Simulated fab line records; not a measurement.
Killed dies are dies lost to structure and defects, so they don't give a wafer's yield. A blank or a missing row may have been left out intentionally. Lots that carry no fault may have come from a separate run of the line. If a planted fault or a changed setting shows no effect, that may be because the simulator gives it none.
Comparing a struck lot with a sound one | flow berkeleyCmos170 | 15 steps out of a route of 331
Sound: these wafers, L173.2, L173.3, L173.4. Wafers L186.1, L186.2, L186.6 were the ones struck. The cause is given at the end.
For every step that has rows: the tool of each side, followed by ch and its chambers, followed by its first start. Under that, the readings that differ: sound wafers | struck wafers | difference of the means | sigmas: that difference in standard deviations of wafers without a fault.
alike: words and numbers the same on both sides, and readings whose means are apart by under 2 such deviations; not compared: readings that were withheld, readings missing a value for some wafer, numbers with overlapping values and no deviation given by the record, and bounds like >300 which may hide the same value.
The two part at a step that has a row with sigmas, a row that says differs or no value, or rows on one side only. When numbers do not overlap yet have no deviation, they are printed without sigmas and do not part them. A reading that every wafer of one side lacks parts them only if that side has two wafers or more.

UCB170_V2_CMP_02: polishes SiO2.
  sound on cmp-02 ch 0,1,3, day 8 01:07; struck on cmp-02 ch 0,1,2, day 10 23:02
  alike: motorCurrentA
UCB170_V2_BOW_MEAS_03:
  sound on filmMetro-02, day 8 01:26; struck on filmMetro-04, day 10 23:17
  alike: V2_BOW
UCB170_V2_THK_MEAS_04:
  sound on filmMetro-02, day 8 02:29; struck on filmMetro-04, day 10 23:24
  alike: V2_POLISHED_THK
then, 3 steps without rows for these wafers: UCB170_V2_CLEAN_05 (cleans in DIW); UCB170_V2_HMDS_06 (prime time 60 s); UCB170_V2_COAT_07 (resist thk 900 nm).
UCB170_V2_SOFTBAKE_08: time 61.37 s.
  sound on lithoTrack-04 ch 0, day 8 04:07; struck on lithoTrack-02 ch 0, day 11 00:08
  alike: plateSensorTCentreC, plateSensorTEdgeC
then, 3 steps without rows for these wafers: UCB170_V2_EXPOSE_09 (exposes mask VIA2, target cd 700 nm); UCB170_V2_PEB_10; UCB170_V2_DEVELOP_11 (develop time 45 s).
UCB170_V2_CD_MEAS_12: target cd 700 nm.
  sound on cdSem-02, day 8 05:13; struck on cdSem-01, day 11 01:17
  alike: cdNm
UCB170_V2_OVL_MEAS_13:
  sound on overlay-01, day 8 05:20; struck on overlay-01, day 11 01:25
  alike: V2_OVL
UCB170_V2_ETCH_14: etches SiO2 in CHF3/CF4/Ar, stops on Al, target depth 1250 nm, time 291 s.
  sound on rieDiel-03 ch 0,1,2, day 8 05:22; struck on rieDiel-04 ch 1,2, day 11 01:26
reading                            | sound             | struck            | difference | sigmas
oesProductAu (a.u.)                | 0.861 0.906 0.867 | 0.825 0.847 0.828 | -0.045     | -3
model.KrF_of_V2_COAT_07.thkNm (nm) | 613.7 603.9 607.5 | 675.2 676.3 675.1 | +67.2      | 
model.V2.featureDepthNm (nm)       | 999.8 999.5 999.2 | 952.1 943.7 953   | -49.9      | 
model.etch.depthNm (nm)            | 999.8 999.4 999.1 | 952.1 943.7 953   | -49.8      | 
  alike: drypumpMotorCurrentA, throttleValvePct
  not compared: rfHoursCounterH
UCB170_V2_STRIP_15: strips in O2.
  sound on plasmaAsher-03 ch 0,1, day 8 05:32; struck on plasmaAsher-04 ch 0,1, day 11 01:37
reading                  | sound             | struck            | difference | sigmas
stripTimeToEndpointS (s) | 15.40 15.17 15.23 | 16.80 16.83 16.80 | +1.54      | +10
  alike: drypumpMotorCurrentA, oesProductAu
  not compared: rfHoursCounterH
UCB170_V2_CD_MEAS_90: target cd 700 nm.
  sound on cdSem-02, day 8 05:40; struck on cdSem-01, day 11 01:43
  alike: cdNm

## WHERE THEY PART
Earliest at UCB170_V2_ETCH_14; latest, in this record, at UCB170_V2_STRIP_15. Later steps at which nothing parts them and some readings are alike: UCB170_V2_CD_MEAS_90.

WHY: the cause the simulator had injected
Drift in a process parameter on rieDiel-04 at UCB170_V2_ETCH_14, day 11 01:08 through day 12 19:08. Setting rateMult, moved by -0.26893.
